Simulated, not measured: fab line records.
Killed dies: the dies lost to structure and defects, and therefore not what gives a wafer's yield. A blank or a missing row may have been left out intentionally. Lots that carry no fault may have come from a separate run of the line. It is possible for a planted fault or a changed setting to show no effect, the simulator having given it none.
Problem report in the 8D (eight disciplines) form, filled by code ; flow rit cmos ; the parts of the form that need people (team, actions taken, sign-off) are left out

1. WHAT WENT WRONG
heater power total W at RIT_ACTIVE_HARDBAKE_12 reads a mean of 61.63 W on 9 wafers of 3 lots; wafers without a fault read 62.54 W with a standard deviation of 0.05. That puts it -18 standard deviations away from the usual mean.
The step: time 60 s.
Earliest sighting: wafer L909.1 on litho track-03 at day 5 03:50. Wafers with a number at this step in the record: 45, from 15 lots. By rule, "out" or "out of limits" means more than 4 standard deviations away from the usual mean. The rest of the wafers with a number are treated as sound.

2. WHAT IT IS, WHAT IT ISN'T
question;is;is not
which readings at this step;heater power total W, plate temp C;chill plate temp C
which lots;L909, L910, L914;L892, L893, L894, L895, L896, L897, L898, L899, L900, L901, L911, L915
which wafers of those lots;all that have a number;-
read on which tools;litho track-03;litho track-02, litho track-04
when;from day 5 03:50;"up to then (30 sound wafers); but 6 sound wafers of L911, L915 came after"

3. THE SUSPECTS, EACH WITH WHAT RULES IT OUT
Counting: a tool at any process step up to the reading remains a suspect when it ran all the lots that are out and ran no sound lot after the first of those.
- litho track-03 at RIT_ACTIVE_HARDBAKE_12 (time 60 s): kept. It ran every lot that is out, first L909 (day 5 03:50), and no sound lot after that; its last sound lot up to then is L900 (day 3 06:41). Its own readings are out on those wafers: heater power total W, plate temp C.
After counting, what remains is litho track-03 at RIT_ACTIVE_HARDBAKE_12.

4. THE CAUSE (what the simulator had put in)
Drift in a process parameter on litho track-03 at RIT_ACTIVE_HARDBAKE_12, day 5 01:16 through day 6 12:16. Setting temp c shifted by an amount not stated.
The count eliminated every tool but this one.

5. SEQUENCE OF EFFECTS, ordered by route
Each row: a reading whose mean over the struck wafers that have a number lies more than 3 standard deviations from the usual. Readings are gone through only where the record gives a usual standard deviation; hours: the median, over the lots, of the time from a lot's start at the first step in this table giving one to that lot's start at this step; sigmas: the change measured in usual standard deviations.
hours;step;reading;usual;on struck wafers;change;sigmas
0;RIT_ACTIVE_HARDBAKE_12;heater power total W;62.54 W;61.63;-0.91;-18
0;RIT_ACTIVE_HARDBAKE_12;plate temp C;140.02 C;138.39;-1.63;-11
Its process steps:
- RIT_ACTIVE_HARDBAKE_12: time 60 s.

6. HOW IT WOULD HAVE BEEN CAUGHT EARLIER
First out-of-limits reading in this record: day 5 03:50, which is 3 hours after fault onset at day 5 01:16.
